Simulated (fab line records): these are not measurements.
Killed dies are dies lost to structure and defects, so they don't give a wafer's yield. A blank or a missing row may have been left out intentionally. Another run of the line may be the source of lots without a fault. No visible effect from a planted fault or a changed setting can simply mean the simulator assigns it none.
One fault through the eyes of 2 desks | flow berkeleyCmos170 | numbers are kept per desk, each desk with only its own; the story behind them comes last

## THE METROLOGY DESK
Means of the sampled wafers that have a number, per lot and without regard to the tool the lot ran on: this is what the gauges read. A lot is out of limits, marked OUT, if its mean lies more than 4 standard deviations from the usual mean; the brackets give that distance.
Columns: A = M1_AL_RS at UCB170_M1_RS_MEAS_01, usual 0.0484 ohm/sq; B = M1_AL_THK at UCB170_M1_THK_MEAS_02, usual 610 nm; C = cdNm at UCB170_M1_CD_MEAS_09, usual 700.4 nm; D = M1_OVL at UCB170_M1_OVL_MEAS_10, usual 2 nm
lot  | first seen here | A      | B   | C     | D
L499 | day 9 20:58     | 0.0493 | 600 | 700.4 | -2
L497 | day 9 21:08     | 0.0485 | 604 | 700.1 | -6
L502 | day 10 17:23    | 0.0483 | 613 | 698.9 | 3
L512 | day 12 15:48    | 0.0486 | 607 | 699.8 | -0
L514 | day 14 07:27    | 0.0479 | 611 | 699.3 | 1
L515 | day 14 17:28    | 0.0480 | 615 | 701.4 | 7
This desk's finding: nothing out of limits on any of the 6 lots.

## FOR THE TOOL OWNER'S DESK: rieMetal-01
The tool's own readings at UCB170_M1_METAL_ETCH_12 (etches Al in Cl2/BCl3, stops on PSG, target depth 780 nm, time 130 s): means of the sampled wafers that have a number, for each lot that ran on this tool. A lot is out of limits, marked OUT, if its mean lies more than 4 standard deviations from the usual mean; the brackets give that distance.
Columns: A = drypumpMotorCurrentA at UCB170_M1_METAL_ETCH_12, usual 5.8 A; B = oesProductAu at UCB170_M1_METAL_ETCH_12, usual 0.844 a.u.; C = throttleValvePct at UCB170_M1_METAL_ETCH_12, usual 24.41 %
lot  | first seen here | A   | B     | C
L497 | day 9 22:48     | 5.3 | 0.871 | 24.35
L502 | day 10 18:43    | 5.7 | 0.869 | 24.34
L514 | day 14 08:47    | 6.0 | 0.868 | 24.32
L515 | day 14 19:32    | 5.7 | 0.870 | 24.32
This desk's finding: nothing out of limits on any of the 4 lots.

## TAKEN TOGETHER
Nothing out of limits was seen by the metrology desk.
Nothing out of limits was seen by the tool owner's desk.

## WHAT THE SIMULATOR HAD PUT IN
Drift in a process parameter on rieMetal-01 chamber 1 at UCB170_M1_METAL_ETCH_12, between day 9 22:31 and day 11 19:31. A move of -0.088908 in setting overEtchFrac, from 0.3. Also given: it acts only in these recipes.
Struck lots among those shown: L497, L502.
